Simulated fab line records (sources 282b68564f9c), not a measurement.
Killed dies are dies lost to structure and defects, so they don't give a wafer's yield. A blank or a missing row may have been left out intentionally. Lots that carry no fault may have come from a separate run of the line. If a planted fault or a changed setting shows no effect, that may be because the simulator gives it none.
fab line records | flow ritCmos
record: lots: 6 wafers: 18 lastDay: 7
route steps=202 shown NLDD@107 PLDD@114 SPACER@125
lots untouched by any fault: they come from a run of this same line in which no faults occurred
startH: start of the lot's first displayed wafer, in hours after the record's first day | waitH: time in hours since the lot's previous step | " the same as in the row above | L1.1+2: several wafers, shown together as one row | - either no value or no given start | * or withheld: withheld | < > ~ a bound
route shown NAME@n: NAME is a module with steps in the file, n the number in the route of the first one | usual: the fault-free wafers' mean and standard deviation | same: alike in all rows | chamber/n: place in a boat | sites: readings site by site | _std_site: the standard deviation of these | _edge_site: the outer-site mean with the inner-site mean subtracted | radiusMm: how far each site lies from the wafer's centre | mask NAME#n: copy n | behind: the tool/chamber that last shaped the wafer | hold: the reason the lot was held/the length of the hold in hours/how it ended | device: the transistor (n, p or np) that didn't switch | end of line: the tests these same wafers got at the end of their route | a step given without rows: its recipe and nothing more | killed: dies that structure and defects cost at the first sort, which is not the same as the wafer's yield | map: dies across one wafer; x = killed, . = not, _ = none there
set.NAME: the setting that was run; set.NAME@STEP: the one run at that earlier step | model.NAME: the simulator's own value behind a step, which no gauge read
lots seen at some steps along the route; tables by step, rows by wafer
services: from which hour (startH, from the record's first day; less than 0 if before it) a tool's chamber was out of use, for how many hours, and why
== steps ==
step: RIT_NLDD_PEB_04
recipe: resist: NOVOLAK tempC: withheld timeS: withheld
step: RIT_NLDD_DEVELOP_05
recipe: resist: NOVOLAK developTimeS: 50 devTempC: 23
step: RIT_NLDD_OVL_MEAS_06
usual: NLDD_OVL: 0.1/1.7
columns lot.wafer tool chamber startH waitH NLDD_OVL[nm]
L236.1 overlay-01 - 41.69 - 3.0
L236.3 " - " " 5.5
L236.5 " - " " 0.6
L239.2 overlay-02 - 56.04 - -2.3
L239.4 " - " " -3.2
L239.6 " - " " -1.9
L244.1 overlay-01 - 80.66 - 0.8
L244.4 " - " " -1.2
L244.6 " - " " -0.7
L245.1 overlay-02 - 86.75 - 0.3
L245.2 " - " " 1.1
L245.5 " - " " -0.4
L246.4 overlay-02 - 91.38 - -2.3
L246.5 " - " " -1.3
L246.6 " - " " -2.5
L259.2 overlay-01 - 155.70 - 1.4
L259.4 " - " " 0.4
L259.6 " - " " 1.2
step: RIT_NLDD_HARDBAKE_07
recipe: resist: NOVOLAK tempC: 140 timeS: 60
step: RIT_NLDD_IMPLANT_08
recipe: species: P energyKev: 19.79 doseCm2: 5e+14 tiltDeg: 7
step: RIT_NLDD_STRIP_09
recipe: chemistry: O2 timeS: 180 resist: NOVOLAK platenTempC: withheld powerW: 500 pressureMtorr: 4000 o2FlowSccm: 4000
usual: drypumpMotorCurrentA: 5.86/0.29
columns lot.wafer tool chamber startH waitH drypumpMotorCurrentA rfHoursCounterH
L236.1 plasmaAsher-01 0 42.02 0.1 5.62 38
L236.3 " 1 " " 6.31 -
L236.5 " 1 " " 6.29 -
L239.2 plasmaAsher-02 0 56.37 0.1 5.92 28
L239.4 " 0 " " 5.95 -
L239.6 " 0 " " 5.99 -
L244.1 plasmaAsher-03 1 80.99 0.1 5.47 43
L244.4 " 1 " " 5.50 -
L244.6 " 1 " " 5.51 -
L245.1 plasmaAsher-03 0 87.08 0.1 6.05 44
L245.2 " 1 " " 5.49 44
L245.5 " 1 " " 5.45 -
L246.4 plasmaAsher-02 0 91.75 0.1 5.96 -
L246.5 " 0 " " 5.92 -
L246.6 " 1 " " 5.80 -
L259.2 plasmaAsher-02 1 156.03 0.1 5.76 39
L259.4 " 1 " " 5.75 -
L259.6 " 1 " " 5.76 -
step: RIT_NLDD_TW_MEAS_10
usual: NLDD_TW: 2474/20
columns lot.wafer tool chamber startH waitH NLDD_TW
L236.1 filmMetro-02 - 42.20 0.1 2433
L236.3 " - " " 2429
L236.5 " - " " 2436
L239.2 filmMetro-02 - 56.55 0.1 2448
L239.4 " - " " 2459
L239.6 " - " " 2459
L244.1 filmMetro-04 - 81.17 0.1 2477
L244.4 " - " " 2486
L244.6 " - " " 2488
L245.1 filmMetro-04 - 87.26 0.1 2463
L245.2 " - " " 2491
L245.5 " - " " 2477
L246.4 filmMetro-03 - 91.90 0.1 2482
L246.5 " - " " 2491
L246.6 " - " " 2501
L259.2 filmMetro-04 - 156.22 0.1 2472
L259.4 " - " " 2475
L259.6 " - " " 2480
step: RIT_PLDD_HMDS_00
recipe: primeTimeS: 60 primeTempC: 140
step: RIT_PLDD_COAT_01
recipe: resist: NOVOLAK spinRpm: 3250 resistThkNm: 1000
step: RIT_PLDD_SOFTBAKE_02
recipe: resist: NOVOLAK tempC: 90 timeS: 60
step: RIT_PLDD_EXPOSE_03
recipe: maskId: M8 na: 0.57 targetCdNm: 40900 doseMj: 250
step: RIT_PLDD_PEB_04
recipe: resist: NOVOLAK tempC: withheld timeS: withheld
step: RIT_PLDD_DEVELOP_05
recipe: resist: NOVOLAK developTimeS: 50 devTempC: 23
columns lot.wafer tool chamber startH waitH
L236.1+3+5 lithoTrack-03 0 42 -
L239.2+4+6 lithoTrack-04 0 57 -
L244.1+4+6 lithoTrack-04 0 82 -
L245.1+2+5 lithoTrack-04 0 88 -
L246.4+5+6 lithoTrack-02 0 92 -
L259.2+4+6 lithoTrack-02 0 157 -
step: RIT_PLDD_OVL_MEAS_06
usual: PLDD_OVL: -0.2/1.3
columns lot.wafer tool chamber startH waitH PLDD_OVL[nm]
L236.1 overlay-01 - 43.11 - 0.9
L236.3 " - " " 0.2
L236.5 " - " " -0.8
L239.2 overlay-02 - 57.59 - 3.0
L239.4 " - " " 1.3
L239.6 " - " " 0.2
L244.1 overlay-01 - 82.20 - 3.0
L244.4 " - " " 1.6
L244.6 " - " " 3.2
L245.1 overlay-02 - 88.33 - -1.5
L245.2 " - " " -1.0
L245.5 " - " " -1.9
L246.4 overlay-01 - 92.80 - 0.9
L246.5 " - " " 2.5
L246.6 " - " " 2.6
L259.2 overlay-01 - 157.12 - 1.3
L259.4 " - " " -1.6
L259.6 " - " " -1.2
step: RIT_PLDD_HARDBAKE_07
recipe: resist: NOVOLAK tempC: 140 timeS: 60
step: RIT_PLDD_IMPLANT_08
recipe: species: BF2 energyKev: 19.71 doseCm2: 9e+14 tiltDeg: 7
step: RIT_PLDD_STRIP_09
recipe: chemistry: O2 timeS: 180 resist: NOVOLAK platenTempC: withheld powerW: 500 pressureMtorr: 4000 o2FlowSccm: 4000
usual: drypumpMotorCurrentA: 5.8/0.41
columns lot.wafer tool chamber startH waitH drypumpMotorCurrentA rfHoursCounterH
L236.1 plasmaAsher-01 1 43.44 0.1 6.3 38
L236.3 " 1 " " 6.3 -
L236.5 " 0 " " 5.6 -
L239.2 plasmaAsher-02 1 57.92 0.1 5.8 28
L239.4 " 1 " " 5.7 -
L239.6 " 0 " " 5.9 -
L244.1 plasmaAsher-04 1 82.54 0.1 4.9 44
L244.4 " 0 " " 5.8 -
L244.6 " 0 " " 5.7 -
L245.1 plasmaAsher-04 0 88.66 0.1 5.8 45
L245.2 " 1 " " 4.9 45
L245.5 " 1 " " 4.9 -
L246.4 plasmaAsher-04 1 93.18 0.1 5.0 -
L246.5 " 1 " " 5.0 -
L246.6 " 0 " " 5.7 -
L259.2 plasmaAsher-02 0 157.45 0.1 6.0 39
L259.4 " 1 " " 5.8 -
L259.6 " 1 " " 5.8 -
step: RIT_PLDD_TW_MEAS_10
usual: PLDD_TW: 2325/20
columns lot.wafer tool chamber startH waitH PLDD_TW
L236.1 filmMetro-02 - 43.62 0.1 2287
L236.3 " - " " 2288
L236.5 " - " " 2297
L239.2 filmMetro-04 - 58.10 0.1 2327
L239.4 " - " " 2323
L239.6 " - " " 2316
L244.1 filmMetro-04 - 82.71 0.1 30
L244.4 " - " " 30
L244.6 " - " " 30
L245.1 filmMetro-02 - 88.84 0.1 30
L245.2 " - " " 30
L245.5 " - " " 30
L246.4 filmMetro-02 - 93.32 0.1 2309
L246.5 " - " " 2303
L246.6 " - " " 2313
L259.2 filmMetro-02 - 157.64 0.1 2301
L259.4 " - " " 2300
L259.6 " - " " 2297
step: RIT_SPACER_CLEAN_00
recipe: chemistry: SC1 mix: 3:3:50 timeS: 600 tempC: 75
== services ==
columns tool chamber startH hours kind
plasmaAsher-03 - 108.75 9.0 pm
plasmaAsher-03 0 108.75 9.0 ventCycle
plasmaAsher-03 1 108.75 9.0 ventCycle
plasmaAsher-03 0 117.75 - clean
plasmaAsher-03 1 117.75 - clean
plasmaAsher-03 - 153.41 2.8 pm
== key ==
firstSign: step: RIT_PLDD_TW_MEAS_10 reading: PLDD_TW direction: down sigmas: 99+ usual: 2325 struck: 30
effect none on later readings
metAt RIT_PLDD_DEVELOP_05
struckWafers L244.1,L244.4,L244.6,L245.1,L245.2,L245.5
rowsEnd L245.1,L245.2,L245.5
sortLeftOut L244.1,L244.4,L244.6
testerLeftOut L244
onsetBetween 57 82
alsoFits RIT_NLDD_STRIP_09:plasmaAsher-03
fault: kind: processParameterDrift tool: lithoTrack-04 chamber: - onsetH: 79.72 steps: RIT_PLDD_DEVELOP_05 channel: developTimeS offset: * shape: step endH: 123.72 actsIn: * stated: *
testerLeftOut: of these lots the tester's yield and bins aren't shown, on N5 and GAA mostly nor the transistor test; their killed dies are dies lost to structure and defects alone, not to doping, threshold or leakage, so they don't give the yield
sortLeftOut: the simulated sort isn't trusted on such a fault, so these wafers' sort isn't shown, and their yield isn't known
rowsEnd: these wafers met a further fault down the route, and their rows from its step on are left out
